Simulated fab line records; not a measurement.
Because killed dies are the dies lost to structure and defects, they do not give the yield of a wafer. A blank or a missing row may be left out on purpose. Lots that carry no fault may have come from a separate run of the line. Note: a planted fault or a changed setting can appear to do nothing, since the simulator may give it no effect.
A lot that was struck, set against a sound lot :: flow ritCmos :: 22 out of 202 route steps
Sound: wafers L822.3, L822.5, L822.6. The struck wafers were L825.1, L825.2, L825.6. The cause comes at the end.
For every step that has rows: the tool of each side, followed by ch and its chambers, followed by its first start. Under that, the readings that differ: sound wafers :: struck wafers :: difference of the means :: sigmas: that difference in standard deviations of wafers without a fault.
alike: readings with means less than 2 such deviations apart, plus words and numbers identical on both sides. not compared: withheld readings, readings lacking a value on some wafer, bounds such as >300 that could conceal the same value, and numbers that have no deviation in the record and whose values overlap.
The two part at a step that has a row with sigmas, a row that says differs or no value, or rows on one side only. Non-overlapping numbers with no deviation appear without sigmas and do not part them. A reading missing from all wafers of one side parts the sides only when that side holds two or more wafers.

first, 2 steps without rows for these wafers: RIT_NSD_HARDBAKE_07 (time 60 s); RIT_NSD_IMPLANT_08.
RIT_NSD_STRIP_09: strips in O2, time 180 s.
  sound on plasmaAsher-01 ch 0,1, day 4 07:26; struck on plasmaAsher-02 ch 0,1, day 4 23:43
  alike: drypumpMotorCurrentA
  not compared: rfHoursCounterH
RIT_NSD_TW_MEAS_10:
  sound on filmMetro-04, day 4 07:34; struck on filmMetro-02, day 4 23:53
  alike: NSD_TW
then, 6 steps without rows for these wafers: RIT_PSD_HMDS_00 (prime time 60 s); RIT_PSD_COAT_01 (resist thk 1000 nm); RIT_PSD_SOFTBAKE_02 (time 60 s); RIT_PSD_EXPOSE_03 (exposes mask M10, target cd 40900 nm); RIT_PSD_PEB_04; RIT_PSD_DEVELOP_05 (develop time 50 s).
RIT_PSD_OVL_MEAS_06:
  sound on overlay-01, day 4 08:28; struck on overlay-02, day 5 00:55
reading: PSD_OVL (nm)
sound: -1.9 -1.4 -1.5
struck: 1.3 3.1 0.6
difference: +3.3
sigmas: +2
then, 1 step without rows for these wafers: RIT_PSD_HARDBAKE_07 (time 60 s).
RIT_PSD_IMPLANT_08:
  sound on implanter-04 ch 0, day 4 08:45; struck on implanter-03 ch 0, day 5 01:06
reading: doseIonsCm2
sound: 5.006e+15 4.999e+15 4.997e+15
struck: 7.949e+15 7.96e+15 7.969e+15
difference: +2.959e+15
sigmas: +99 or more
  alike: beamOnS
RIT_PSD_STRIP_09: strips in O2, time 180 s.
  sound on plasmaAsher-01 ch 0,1, day 4 08:54; struck on plasmaAsher-03 ch 0,1, day 5 01:15
  alike: drypumpMotorCurrentA
  not compared: rfHoursCounterH
RIT_PSD_TW_MEAS_10:
  sound on filmMetro-02, day 4 09:02; struck on filmMetro-04, day 5 01:26
reading: PSD_TW
sound: 3341 3351 3367
struck: 3500 3508 3505
difference: +151
sigmas: +4
then, 3 steps without rows for these wafers: RIT_SDANNEAL_CLEAN_00 (cleans in SC1, time 600 s); RIT_SDANNEAL_CLEAN_01 (cleans in dHF, time 30 s); RIT_SDANNEAL_CLEAN_02 (cleans in SC2, time 600 s).
RIT_SDANNEAL_RTA_03: time 5 s.
  sound on rtpAnneal-01 ch 0, day 4 09:28; struck on rtpAnneal-02 ch 0, day 5 01:51
  alike: wafer_temp_C_max
RIT_SDANNEAL_RS_MEAS_04: measurement is done with a four-point probe.
  sound on filmMetro-03, day 4 09:33; struck on filmMetro-03, day 5 01:55
reading: PSD_RS (ohm/sq)
sound: 116.28 116.05 116.43
struck: 110.52 110.22 110.00
difference: -6.01
sigmas: -22
RIT_SDANNEAL_RS_MEAS_05: measurement is done with a four-point probe.
  sound on filmMetro-03, day 4 09:40; struck on filmMetro-03, day 5 02:02
  alike: NSD_RS
RIT_M1_PROBE_99:
  sound on prober-01, day 4 17:02; struck on prober-01, day 5 09:28
  alike: killedAtContacts, killedAtFrontEnd, killedDies, killedOnRim, killedOpen, killedShort

## WHERE THEY PART
First at RIT_PSD_OVL_MEAS_06; last, within this record, at RIT_SDANNEAL_RS_MEAS_04. Later steps at which nothing parts them and some readings are alike: RIT_SDANNEAL_RS_MEAS_05, RIT_M1_PROBE_99.

WHY: the cause the simulator had injected
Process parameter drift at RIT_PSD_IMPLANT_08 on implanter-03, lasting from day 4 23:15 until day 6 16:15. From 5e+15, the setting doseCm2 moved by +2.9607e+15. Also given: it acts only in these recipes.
